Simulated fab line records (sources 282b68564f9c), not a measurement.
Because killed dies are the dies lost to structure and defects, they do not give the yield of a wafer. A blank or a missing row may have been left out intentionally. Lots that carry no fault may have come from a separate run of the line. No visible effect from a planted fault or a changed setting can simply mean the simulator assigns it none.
fab line records	flow ritCmos
[record] lots = 6	wafers = 18	lastDay = 7
route steps=202 shown PSD@150 SDANNEAL@153 NSD@158 PLDD@159 NLDD@160 SILICIDE@161 M1@202
lots that met no fault: from a run of the same line without faults
startH: hours from the record's first day to the start of the lot's first wafer shown	waitH: hours from the lot's prior step to this one	" repeats the value in the row above	L1.1+2: a single row standing in for several wafers	- no value, or no start was given	* or withheld: withheld	< > ~ a bound
route shown NAME@n: NAME is a module with steps in the file, n the number in the route of the first one	usual: mean and standard deviation over wafers with no fault	same: alike in all rows	chamber/n: place in a boat	sites: each site's reading	_std_site: how widely they spread, as a standard deviation	_edge_site: outer sites' mean less inner sites'	radiusMm: for every site, how far away it sits from the centre of the wafer	mask NAME#n: copy n	behind: the tool/chamber that last shaped the wafer	hold: cause of the lot's hold/its duration in hours/its outcome	device: whichever transistor did not switch (one of n, p or np)	end of line: the tests these same wafers got at the end of their route	for a step that has no rows: nothing shown but its recipe	killed: at the first sort, the dies lost to defects and structure; wafer yield is something else	map: the dies of a wafer, with x for killed, . for not killed, _ for no die there
set.NAME: the run value of the setting; set.NAME@STEP: its run value at that earlier step	model.NAME: the simulator's own value behind a step, which no gauge read
lots at selected steps of the route; one table per step, one row per wafer
services: the hour from which a tool's chamber was out of use, counted from the record's first day as startH (under 0 if before that day), plus the number of hours and why
[[steps]]
[step RIT_PSD_IMPLANT_08]
[recipe] species = BF2	energyKev = 27	doseCm2 = 5e+15	tiltDeg = 7
[step RIT_PSD_STRIP_09]
[recipe] chemistry = O2	timeS = 180	resist = NOVOLAK	platenTempC = withheld	powerW = 500	pressureMtorr = 4000	o2FlowSccm = 4000
[usual] chamberPressureMTorr = 4000/3.8	drypumpMotorCurrentA = 6.00/0.24
lot.wafer	tool	chamber	startH	waitH	chamberPressureMTorr	drypumpMotorCurrentA	rfHoursCounterH
L845.2	plasmaAsher-04	0	64.21	0.1	3998	6.30	27
L845.3	"	0	"	"	4004	6.29	-
L845.6	"	1	"	"	3993	5.55	-
L848.1	plasmaAsher-02	0	77.38	0.1	4002	5.93	43
L848.4	"	1	"	"	4004	5.89	-
L848.5	"	0	"	"	3991	5.94	-
L853.1	plasmaAsher-02	1	98.11	0.1	4004	5.89	45
L853.2	"	0	"	"	4001	5.94	45
L853.6	"	1	"	"	4004	5.87	-
L855.1	plasmaAsher-04	1	111.30	0.1	4001	5.55	32
L855.4	"	1	"	"	4005	5.56	-
L855.5	"	1	"	"	4009	5.54	-
L861.1	plasmaAsher-03	1	139.37	0.1	4002	6.30	54
L861.2	"	0	"	"	4001	5.94	54
L861.4	"	1	"	"	4006	6.28	-
L867.3	plasmaAsher-02	1	165.68	0.1	4003	5.88	-
L867.5	"	0	"	"	4001	5.96	-
L867.6	"	1	"	"	3997	5.88	-
[step RIT_PSD_TW_MEAS_10]
[usual] PSD_TW = 3436/29
lot.wafer	tool	chamber	startH	waitH	PSD_TW
L845.2	filmMetro-02	-	64.40	0.1	3419
L845.3	"	-	"	"	3413
L845.6	"	-	"	"	3440
L848.1	filmMetro-02	-	77.56	0.1	3413
L848.4	"	-	"	"	3401
L848.5	"	-	"	"	3436
L853.1	filmMetro-01	-	98.28	0.1	3439
L853.2	"	-	"	"	3437
L853.6	"	-	"	"	3425
L855.1	filmMetro-03	-	111.48	0.1	3491
L855.4	"	-	"	"	3477
L855.5	"	-	"	"	3477
L861.1	filmMetro-03	-	139.55	0.1	3479
L861.2	"	-	"	"	3469
L861.4	"	-	"	"	3493
L867.3	filmMetro-03	-	165.81	0.1	3446
L867.5	"	-	"	"	3455
L867.6	"	-	"	"	3438
[step RIT_SDANNEAL_CLEAN_00]
[recipe] chemistry = SC1	mix = 3:3:50	timeS = 600	tempC = 75
[step RIT_SDANNEAL_CLEAN_01]
[recipe] chemistry = dHF	dilution = 50:1	timeS = 30
[step RIT_SDANNEAL_CLEAN_02]
[recipe] chemistry = SC2	mix = 3:3:50	timeS = 600	tempC = 75	dry = n2Spin
[step RIT_SDANNEAL_RTA_03]
[recipe] tempC = 1050	timeS = 5	idleTempC = 600	rampUpCPerS = 342	rampDownCPerS = 171	coolToC = 600	ambient = N2
[usual] wafer_temp_C_max = 1053.6/1.1
lot.wafer	tool	chamber	startH	waitH	wafer_temp_C_max
L845.2	rtpAnneal-02	0	64.84	0.0	1054.2
L845.3	"	0	"	"	1052.2
L845.6	"	0	"	"	1052.5
L848.1	rtpAnneal-01	0	78.02	0.0	1054.1
L848.4	"	0	"	"	1053.5
L848.5	"	0	"	"	1053.1
L853.1	rtpAnneal-01	0	98.73	0.0	1052.1
L853.2	"	0	"	"	1053.4
L853.6	"	0	"	"	1053.3
L855.1	rtpAnneal-02	0	111.92	0.0	1055.3
L855.4	"	0	"	"	1055.1
L855.5	"	0	"	"	1053.1
L861.1	rtpAnneal-02	0	140.17	0.0	1053.8
L861.2	"	0	"	"	1053.7
L861.4	"	0	"	"	1053.0
L867.3	rtpAnneal-01	0	166.24	0.0	1055.2
L867.5	"	0	"	"	1053.1
L867.6	"	0	"	"	1053.1
[step RIT_SDANNEAL_RS_MEAS_04]
[recipe] thkMeasGauge = four-point-probe
[usual] PSD_RS = 116.14/0.29
lot.wafer	tool	chamber	startH	waitH	PSD_RS[ohm/sq]
L845.2	filmMetro-01	-	64.91	0.1	116.52
L845.3	"	-	"	"	116.17
L845.6	"	-	"	"	116.56
L848.1	filmMetro-02	-	78.07	0.0	116.09
L848.4	"	-	"	"	116.25
L848.5	"	-	"	"	116.29
L853.1	filmMetro-03	-	98.78	0.0	115.66
L853.2	"	-	"	"	116.01
L853.6	"	-	"	"	115.74
L855.1	filmMetro-03	-	111.98	0.0	116.08
L855.4	"	-	"	"	116.06
L855.5	"	-	"	"	115.71
L861.1	filmMetro-03	-	140.28	0.1	116.77
L861.2	"	-	"	"	116.42
L861.4	"	-	"	"	116.28
L867.3	filmMetro-02	-	166.32	0.1	115.90
L867.5	"	-	"	"	116.17
L867.6	"	-	"	"	116.25
[step RIT_SDANNEAL_RS_MEAS_05]
[recipe] thkMeasGauge = four-point-probe
[usual] NSD_RS = 84.66/0.29
lot.wafer	tool	chamber	startH	waitH	NSD_RS[ohm/sq]
L845.2	filmMetro-01	-	65.03	0.1	84.42
L845.3	"	-	"	"	84.43
L845.6	"	-	"	"	84.49
L848.1	filmMetro-02	-	78.19	0.1	84.80
L848.4	"	-	"	"	84.67
L848.5	"	-	"	"	84.57
L853.1	filmMetro-03	-	98.90	0.1	84.56
L853.2	"	-	"	"	84.86
L853.6	"	-	"	"	85.22
L855.1	filmMetro-03	-	112.10	0.1	84.51
L855.4	"	-	"	"	84.89
L855.5	"	-	"	"	84.61
L861.1	filmMetro-03	-	140.40	0.1	84.61
L861.2	"	-	"	"	84.50
L861.4	"	-	"	"	84.42
L867.3	filmMetro-02	-	166.44	0.1	84.53
L867.5	"	-	"	"	84.96
L867.6	"	-	"	"	84.66
[step RIT_SDANNEAL_RS_MEAS_06]
[recipe] thkMeasGauge = four-point-probe
[usual] PLDD_RS = 179.0/0.46
lot.wafer	tool	chamber	startH	waitH	PLDD_RS[ohm/sq]
L845.2	filmMetro-01	-	65.15	0.1	179.7
L845.3	"	-	"	"	178.7
L845.6	"	-	"	"	179.5
L848.1	filmMetro-02	-	78.31	0.1	178.4
L848.4	"	-	"	"	178.8
L848.5	"	-	"	"	178.4
L853.1	filmMetro-03	-	99.02	0.1	178.6
L853.2	"	-	"	"	179.2
L853.6	"	-	"	"	179.3
L855.1	filmMetro-03	-	112.22	0.1	178.8
L855.4	"	-	"	"	178.0
L855.5	"	-	"	"	177.8
L861.1	filmMetro-03	-	140.52	0.1	179.0
L861.2	"	-	"	"	178.6
L861.4	"	-	"	"	178.6
L867.3	filmMetro-02	-	166.56	0.1	178.9
L867.5	"	-	"	"	178.7
L867.6	"	-	"	"	179.1
[step RIT_SDANNEAL_RS_MEAS_07]
[recipe] thkMeasGauge = four-point-probe
[usual] NLDD_RS = 151.9/0.53
lot.wafer	tool	chamber	startH	waitH	NLDD_RS[ohm/sq]
L845.2	filmMetro-01	-	65.27	0.1	151.1
L845.3	"	-	"	"	151.0
L845.6	"	-	"	"	151.5
L848.1	filmMetro-02	-	78.43	0.1	152.1
L848.4	"	-	"	"	151.9
L848.5	"	-	"	"	151.6
L853.1	filmMetro-03	-	99.14	0.1	151.3
L853.2	"	-	"	"	151.3
L853.6	"	-	"	"	151.6
L855.1	filmMetro-03	-	112.34	0.1	152.2
L855.4	"	-	"	"	152.3
L855.5	"	-	"	"	152.5
L861.1	filmMetro-03	-	140.64	0.1	151.9
L861.2	"	-	"	"	152.2
L861.4	"	-	"	"	152.3
L867.3	filmMetro-02	-	166.68	0.1	151.1
L867.5	"	-	"	"	151.0
L867.6	"	-	"	"	151.2
[step RIT_SILICIDE_WET_ETCH_00]
[recipe] chemistry = BOE	target = SiO2	targetDepthNm = 14	timeS = 15	dry = n2Spin	dilution = 10:1	tempC = 21.5
[step RIT_SILICIDE_SPUTTER_01]
[recipe] material = Ti	targetThkNm = 30	powerW = 350	chamberPressurePa = 0.667	gas = Ar	timeS = 240	substrateTempC = 25
[usual] chamberPressurePa = 0.6671/0.0013	throttleValvePct = 30.3/0.93
lot.wafer	tool	chamber	startH	waitH	chamberPressurePa	throttleValvePct	model.Ti_of_SILICIDE_SPUTTER_01.thkNm
L845.2	pvdSputter-03	-	65.38	0.0	0.6699	31.1	30.16
L845.3	"	-	"	"	0.6686	31.6	30.13
L845.6	"	-	"	"	0.6699	29.2	29.89
L848.1	pvdSputter-04	-	78.57	0.0	0.6664	29.5	29.96
L848.4	"	-	"	"	0.6660	30.3	29.79
L848.5	"	-	"	"	0.6661	30.2	29.88
L853.1	pvdSputter-04	-	99.28	0.0	0.5805	32.9	31
L853.2	"	-	"	"	0.6672	29.7	29.86
L853.6	"	-	"	"	0.6663	30.4	29.69
L855.1	pvdSputter-04	-	112.48	0.0	0.6663	30.3	29.87
L855.4	"	-	"	"	0.6659	29.9	30.08
L855.5	"	-	"	"	0.5781	33.0	31.01
L861.1	pvdSputter-02	-	140.78	0.0	0.6673	27.4	29.76
L861.2	"	-	"	"	0.6673	29.4	30.03
L861.4	"	-	"	"	0.6671	29.5	29.83
L867.3	pvdSputter-02	-	166.77	0.0	0.6647	29.8	29.7
L867.5	"	-	"	"	0.6666	28.9	30.18
L867.6	"	-	"	"	0.6669	27.3	30.07
[step RIT_SILICIDE_RS_MEAS_02]
[recipe] thkMeasGauge = four-point-probe	reads = Ti_of_SILICIDE_SPUTTER_01
[usual] SILICIDE_TI_RS = 48.2/0.67
lot.wafer	tool	chamber	startH	waitH	hold	SILICIDE_TI_RS[ohm/sq]
L845.2	filmMetro-02	-	65.55	0.1	-	47.6
L845.3	"	-	"	"	-	47.7
L845.6	"	-	"	"	-	48.2
L848.1	filmMetro-01	-	78.72	0.1	-	48.1
L848.4	"	-	"	"	-	48.5
L848.5	"	-	"	"	-	48.2
L853.1	filmMetro-02	-	99.43	0.1	awaitDispo/0.2h/release	36.3
L853.2	"	-	"	"	awaitDispo/0.2h/release	48.2
L853.6	"	-	"	"	awaitDispo/0.2h/release	48.6
L853.1	filmMetro-02	-	99.72	0.3	-	36.5
L853.2	"	-	"	"	-	48.7
L853.6	"	-	"	"	-	49.0
L855.1	filmMetro-01	-	112.63	0.1	awaitDispo/0.2h/release	48.2
L855.4	"	-	"	"	awaitDispo/0.2h/release	47.9
L855.5	"	-	"	"	awaitDispo/0.2h/release	36.2
L855.1	filmMetro-01	-	112.91	0.3	-	48.7
L855.4	"	-	"	"	-	48.3
L855.5	"	-	"	"	-	36.5
L861.1	filmMetro-01	-	140.93	0.1	-	48.5
L861.2	"	-	"	"	-	47.9
L861.4	"	-	"	"	-	48.4
L867.3	filmMetro-04	-	166.96	0.1	-	48.5
L867.5	"	-	"	"	-	47.5
L867.6	"	-	"	"	-	47.7
[step RIT_SILICIDE_THK_MEAS_03]
[recipe] thkMeasGauge = xrf	reads = Ti_of_SILICIDE_SPUTTER_01
[usual] SILICIDE_TI_THK = 30.0/0.37
lot.wafer	tool	chamber	startH	waitH	hold	SILICIDE_TI_THK[nm]
L845.2	filmMetro-02	-	65.66	0.1	-	30.2
L845.3	"	-	"	"	-	30.2
L845.6	"	-	"	"	-	30.0
L848.1	filmMetro-01	-	78.84	0.1	-	30.0
L848.4	"	-	"	"	-	29.8
L848.5	"	-	"	"	-	29.9
L853.1	filmMetro-02	-	102.65	2.9	awaitDispo/2.8h/release	31.2
L853.2	"	-	"	"	awaitDispo/2.8h/release	30.2
L853.6	"	-	"	"	awaitDispo/2.8h/release	29.9
L855.1	filmMetro-01	-	114.02	1.1	awaitDispo/1.0h/release	29.9
L855.4	"	-	"	"	awaitDispo/1.0h/release	30.1
L855.5	"	-	"	"	awaitDispo/1.0h/release	31.1
L861.1	filmMetro-01	-	141.05	0.1	-	29.9
L861.2	"	-	"	"	-	30.1
L861.4	"	-	"	"	-	29.9
L867.3	filmMetro-04	-	167.06	0.1	-	29.9
L867.5	"	-	"	"	-	30.4
L867.6	"	-	"	"	-	30.3
[step RIT_SILICIDE_RTA_04]
[recipe] tempC = 650	timeS = 10	idleTempC = 25	rampUpS = 5	rampDownS = 5	coolToC = 25	ambient = N2
[usual] wafer_temp_C_max = 654.3/0.87
lot.wafer	tool	chamber	startH	waitH	wafer_temp_C_max
L845.2	rtpAnneal-01	0	65.72	0.1	654.0
L845.3	"	0	"	"	654.5
L845.6	"	0	"	"	654.6
L848.1	rtpAnneal-02	0	78.90	0.1	653.1
L848.4	"	0	"	"	653.2
L848.5	"	0	"	"	653.0
L853.1	rtpAnneal-02	0	102.71	0.1	653.7
L853.2	"	0	"	"	654.5
L853.6	"	0	"	"	654.4
L855.1	rtpAnneal-01	0	114.08	0.1	655.2
L855.4	"	0	"	"	654.4
L855.5	"	0	"	"	654.5
L861.1	rtpAnneal-01	0	141.11	0.1	653.0
L861.2	"	0	"	"	654.0
L861.4	"	0	"	"	653.9
L867.3	rtpAnneal-01	0	167.12	0.1	654.1
L867.5	"	0	"	"	654.0
L867.6	"	0	"	"	654.5
[step RIT_M1_PROBE_99]
[usual] killedAtContacts = 0.1/0.31	killedAtFrontEnd = 7/3	killedDies = 7/3	killedOpen = 3.2/1.9	killedShort = 3.6/2.2
[same] grossDies = 264	killed_at_M0_to_M3 = 0	killed_at_M4_up = 0	killedAtBackSide = 0	killedAtOther = 0
lot.wafer	tool	chamber	startH	waitH	killedAtContacts	killedAtFrontEnd	killedDies	killedOpen	killedShort
L848.1	prober-02	-	85.66	0.1	0	5	5	3	2
L848.4	prober-02	-	85.81	0.2	0	7	7	4	3
L848.5	prober-02	-	85.86	0.2	0	7	7	2	5
L853.1	prober-02	-	109.82	0.1	0	4	4	1	3
L853.2	prober-02	-	109.87	0.1	0	8	8	2	6
L853.6	prober-02	-	110.07	0.2	0	5	5	3	2
L855.1	prober-01	-	121.75	0.1	0	4	4	1	3
L855.4	prober-01	-	121.90	0.2	0	6	6	2	4
L855.5	prober-01	-	121.95	0.2	0	4	4	0	2
// killed by level:class
L848.1 FOX2:geometricParticle:short=2 FOX1:geometricParticle:open=1 GATE:geometricParticle:open=1 SILICIDE:geometricParticle:open=1
L848.4 SPACER:geometricParticle:open=2 ACTIVE:geometricParticle:open=1 FOX1:geometricParticle:short=1 GATE:geometricParticle:short=1 SPACER:geometricParticle:short=1 SILICIDE:geometricParticle:open=1
L848.5 SPACER:geometricParticle:short=3 GATE:geometricParticle:open=2 GATE:geometricParticle:short=2
L853.1 GATE:geometricParticle:short=2 GATE:geometricParticle:open=1 SILICIDE:geometricParticle:short=1
L853.2 GATE:geometricParticle:short=3 FOX1:geometricParticle:short=2 FOX2:geometricParticle:short=1 FOX2:geometricParticle:open=1 SILICIDE:geometricParticle:open=1
L853.6 FOX1:geometricParticle:open=1 GATE:geometricParticle:open=1 GATE:geometricParticle:short=1 REOX:geometricParticle:short=1 REOX:geometricParticle:open=1
L855.1 GATE:geometricParticle:short=1 SPACER:geometricParticle:open=1 SPACER:geometricParticle:short=1 SILICIDE:geometricParticle:short=1
L855.4 FOX1:geometricParticle:short=1 GATE:geometricParticle:short=1 GATE:geometricParticle:open=1 SPACER:geometricParticle:short=1 SILICIDE:geometricParticle:open=1 SILICIDE:geometricParticle:short=1
L855.5 NSD:coatMicrobubblePrinted=2 GATE:geometricParticle:short=1 REOX:geometricParticle:short=1
[[services]]
tool	chamber	startH	hours	kind
pvdSputter-03	-	57.65	4.0	repair
pvdSputter-04	-	58.31	7.3	repair
plasmaAsher-04	-	84.26	1.3	repair
plasmaAsher-04	-	103.48	2.8	pm
pvdSputter-04	-	106.93	5.1	repair
pvdSputter-04	-	143.46	11.7	repair
pvdSputter-03	-	144.63	0.6	repair
plasmaAsher-03	-	147.35	23.8	pm
plasmaAsher-04	-	158.75	0.6	repair
[[key]]
[firstSign] step = RIT_SILICIDE_SPUTTER_01	reading = chamberPressurePa	direction = down	sigmas = 67	usual = 0.6671	struck = 0.5793
[effect] step = RIT_SILICIDE_SPUTTER_01	reading = throttleValvePct	direction = up	sigmas = 2.8	usual = 30.3	struck = 32.9
[effect] step = RIT_SILICIDE_RS_MEAS_02	reading = visit	direction = added
[effect] step = RIT_SILICIDE_RS_MEAS_02	reading = SILICIDE_TI_RS	direction = down	sigmas = 18	usual = 48.2	struck = 36.3
[effect] step = RIT_SILICIDE_THK_MEAS_03	reading = SILICIDE_TI_THK	direction = up	sigmas = 3.1	usual = 30.0	struck = 31.1
[modelEffect] step = RIT_SILICIDE_SPUTTER_01	value = Ti_of_SILICIDE_SPUTTER_01.thkNm	without = 29.91	struck = 31
metAt RIT_SILICIDE_SPUTTER_01
struckWafers L853.1,L855.5
testerLeftOut L853,L855
[fault] kind = processParameterDrift	tool = pvdSputter-04	chamber = -	onsetH = 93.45	steps = RIT_SILICIDE_SPUTTER_01	channel = chamberPressurePa	offset = -0.088002	shape = step	endH = 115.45	actsIn = theseRecipesOnly	stated = 0.667	scope = struckWafersOnly
// testerLeftOut: of these lots the tester's yield and bins aren't shown, on N5 and GAA mostly nor the transistor test; their killed dies are dies lost to structure and defects alone, not to doping, threshold or leakage, so they don't give the yield
